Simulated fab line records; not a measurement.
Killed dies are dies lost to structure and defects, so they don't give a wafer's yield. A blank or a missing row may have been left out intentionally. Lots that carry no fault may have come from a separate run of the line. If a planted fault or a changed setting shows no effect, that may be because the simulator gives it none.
2 desks, one fault :: flow berkeley-cmos170 :: only its own numbers are on each desk; what lay behind them is given at the end

FOR THE TOOL OWNER'S DESK: rie-si-01
The tool's own readings at UCB170_GATE_ETCH_15 (etches poly-Si in HBr/Cl2, stops on SiO2, time 56.3 s, target depth 278.2 nm): means of the sampled wafers that have a number, for each lot that ran on this tool. Marked OUT: a lot whose mean sits more than 4 standard deviations from the usual mean, which makes it out of limits; the brackets give that distance.
Columns: A = drypump-motor-current-A at UCB170_GATE_ETCH_15, usual 5.9 A; B = he-backside-leak-sccm at UCB170_GATE_ETCH_15, usual 2.8 sccm; C = oes-product-au at UCB170_GATE_ETCH_15, usual 0.832 a.u.; D = throttle-valve-pct at UCB170_GATE_ETCH_15, usual 26.44 %
lot: L178
first seen here: day 6 17:50
A: 6.1
B: 3.0
C: 0.809
D: 26.29

lot: L181
first seen here: day 7 00:37
A: 5.7
B: 3.0
C: 0.830
D: 26.46

lot: L190
first seen here: day 9 10:30
A: 6.0
B: 2.7
C: 0.828
D: 26.30

lot: L196
first seen here: day 10 10:46
A: 5.9
B: 2.8
C: 0.838
D: 26.50
Result from this desk: across the 4 lots, nothing is out of limits.

THE METROLOGY DESK
Lot by lot, what the gauges showed, no matter which tool ran the lot: averages of those sampled wafers that carry a number. Marked OUT: a lot whose mean sits more than 4 standard deviations from the usual mean, which makes it out of limits; the brackets give that distance.
Columns: A = GATE_POLY_THK at UCB170_GATE_THK_MEAS_05, usual 214.5 nm; B = cd-nm at UCB170_GATE_CD_MEAS_12, usual 349.8 nm; C = GATE_OVL at UCB170_GATE_OVL_MEAS_13, usual -2 nm
lot: L178
first seen here: day 6 16:27
A: 209.8
B: 351.3
C: -4

lot: L181
first seen here: day 6 23:10
A: 215.1
B: 349.5
C: -3

lot: L190
first seen here: day 9 08:16
A: 214.5
B: 350.4
C: -5

lot: L196
first seen here: day 10 09:22
A: 216.0
B: 347.5
C: -2

lot: L200
first seen here: day 10 21:02
A: 217.0
B: 348.1
C: -15

lot: L201
first seen here: day 11 05:39
A: 210.7
B: 347.7
C: -3
Result from this desk: across the 6 lots, nothing is out of limits.

TAKEN TOGETHER
The desk of the tool owner found nothing out of limits.
Nothing out of limits was seen by the metrology desk.

WHAT THE SIMULATOR HAD INSERTED
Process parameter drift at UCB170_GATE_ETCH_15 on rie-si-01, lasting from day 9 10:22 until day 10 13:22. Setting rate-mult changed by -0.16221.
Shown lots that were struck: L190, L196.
